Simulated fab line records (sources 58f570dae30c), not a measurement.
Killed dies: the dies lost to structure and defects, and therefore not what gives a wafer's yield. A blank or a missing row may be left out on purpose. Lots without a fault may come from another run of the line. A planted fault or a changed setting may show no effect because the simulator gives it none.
Lot-split experiment | flow berkeley cmos170 | 23 wafers read across 5 lots, on a route 331 steps long

== SPLIT DETAILS ==
At UCB170_NLDD_COAT_01 (resist thk 900 nm), the setting resist thk nm was moved away from the recipe's 900 nm on 9 of the 23 wafers read, by -3.1% to -1.7%. This setting was run at the recipe's value on the other wafers.

The reading is taken at the split's own step.

== THE READING ==
KrF_of_NLDD_COAT_01.thk nm (the simulator's own value, which no gauge read), in nm, at UCB170_NLDD_COAT_01 (resist thk 900 nm). There is no usual value for it anywhere in the file. Average 900.5 nm, standard deviation 1.2 nm, over the 14 wafers here run with the recipe.

wafer  | tool, chamber at the split | resist thk nm as run, nm | against the recipe | KrF_of_NLDD_COAT_01.thk nm, nm | against lot-mates on the recipe
L077.2 | litho track-03, 0          | 900                      | recipe             | 899.7                          | -
L077.3 | litho track-03, 0          | 900                      | recipe             | 900.1                          | -
L077.4 | litho track-03, 0          | 900                      | recipe             | 902.8                          | -
L075.1 | litho track-02, 0          | 900                      | recipe             | 899.8                          | -
L075.2 | litho track-02, 0          | 872.5                    | -3.1%              | 875.9                          | -24.1
L075.3 | litho track-02, 0          | 900                      | recipe             | 900.2                          | -
L075.4 | litho track-02, 0          | 872.5                    | -3.1%              | 874.2                          | -25.8
L075.5 | litho track-02, 0          | 872.5                    | -3.1%              | 871.2                          | -28.8
L080.1 | litho track-02, 0          | 900                      | recipe             | 900.6                          | -
L080.2 | litho track-02, 0          | 900                      | recipe             | 899.6                          | -
L080.3 | litho track-02, 0          | 900                      | recipe             | 899.7                          | -
L080.5 | litho track-02, 0          | 900                      | recipe             | 900.3                          | -
L080.6 | litho track-02, 0          | 900                      | recipe             | 897.9                          | -
L078.1 | litho track-03, 0          | 900                      | recipe             | 901.8                          | -
L078.2 | litho track-03, 0          | 882.3                    | -2.0%              | 883                            | -18.5
L078.3 | litho track-03, 0          | 882.3                    | -2.0%              | 883.1                          | -18.4
L078.5 | litho track-03, 0          | 882.3                    | -2.0%              | 880.6                          | -20.9
L078.6 | litho track-03, 0          | 900                      | recipe             | 901.2                          | -
L084.1 | litho track-03, 0          | 900                      | recipe             | 901.6                          | -
L084.2 | litho track-03, 0          | 885.1                    | -1.7%              | 888.5                          | -13.0
L084.3 | litho track-03, 0          | 900                      | recipe             | 901.4                          | -
L084.4 | litho track-03, 0          | 885.1                    | -1.7%              | 885                            | -16.5
L084.6 | litho track-03, 0          | 885.1                    | -1.7%              | 884.1                          | -17.4

THE FIT
A straight line over all 23 wafers: KrF_of_NLDD_COAT_01.thk nm changes by +8.87 nm for each +1% of resist thk nm; r = +0.99; the points scatter about the line by 1.5 nm.
The same after taking each lot's own level away (the mean of its wafers on the recipe; 23 wafers): +8.95 nm for each +1%; r = +0.99; scatter 1.5 nm.
According to that fit, moving resist thk nm by its largest amount changes the reading by 27 nm.
Measured against the standard deviation above, the lots' own levels, which go from 899.62 to 901.50 nm, span 1.6 times it.
Hence the lot-to-lot level has little effect on the slope; both slopes agree.
Check: -28.4 nm against its lot-mates is what the line predicts for one of the wafers moved furthest among these (-3.1%) when that wafer is left out of the fit. It came out at -24.1 nm against them.

== FURTHER SPLITS ON THESE WAFERS ==
These wafers also went through other splits before the reading. Each is held against what the fit with the lots' levels taken away leaves over:
other split on the same wafers   | wafers away from the commonest value | r with KrF_of_NLDD_COAT_01.thk nm (lot level and that fit taken away)
UCB170_START_OXIDATION_02 temp c | 15                                   | +0.05
UCB170_ACTIVE_EXPOSE_10 dose mj  | 8                                    | +0.28
UCB170_NVT_IMPLANT_07 dose cm2   | 9                                    | +0.16
UCB170_PVT_STRIP_08 o2 flow sccm | 7                                    | +0.12
UCB170_PLDD_EXPOSE_03 dose mj    | 9                                    | -0.25

== THE WHOLE CHAIN: every reading that the file lists as answering this split, in the file's order ==
step                 | what it does      | reading                                                                     | change (the file's fit)              | r (the file's)
UCB170_NLDD_COAT_01  | resist thk 900 nm | KrF_of_NLDD_COAT_01.thk nm (the simulator's own value, which no gauge read) | +9.03 nm for each +1% of the setting | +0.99
UCB170_NLDD_STRIP_10 | strips in O2      | strip time to endpoint s                                                    | withheld for each +1% of the setting | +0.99

== THE FILE'S OWN FIT ==
KrF_of_NLDD_COAT_01.thk nm changes by +9.03 nm for each +1% of resist thk nm, r = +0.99.
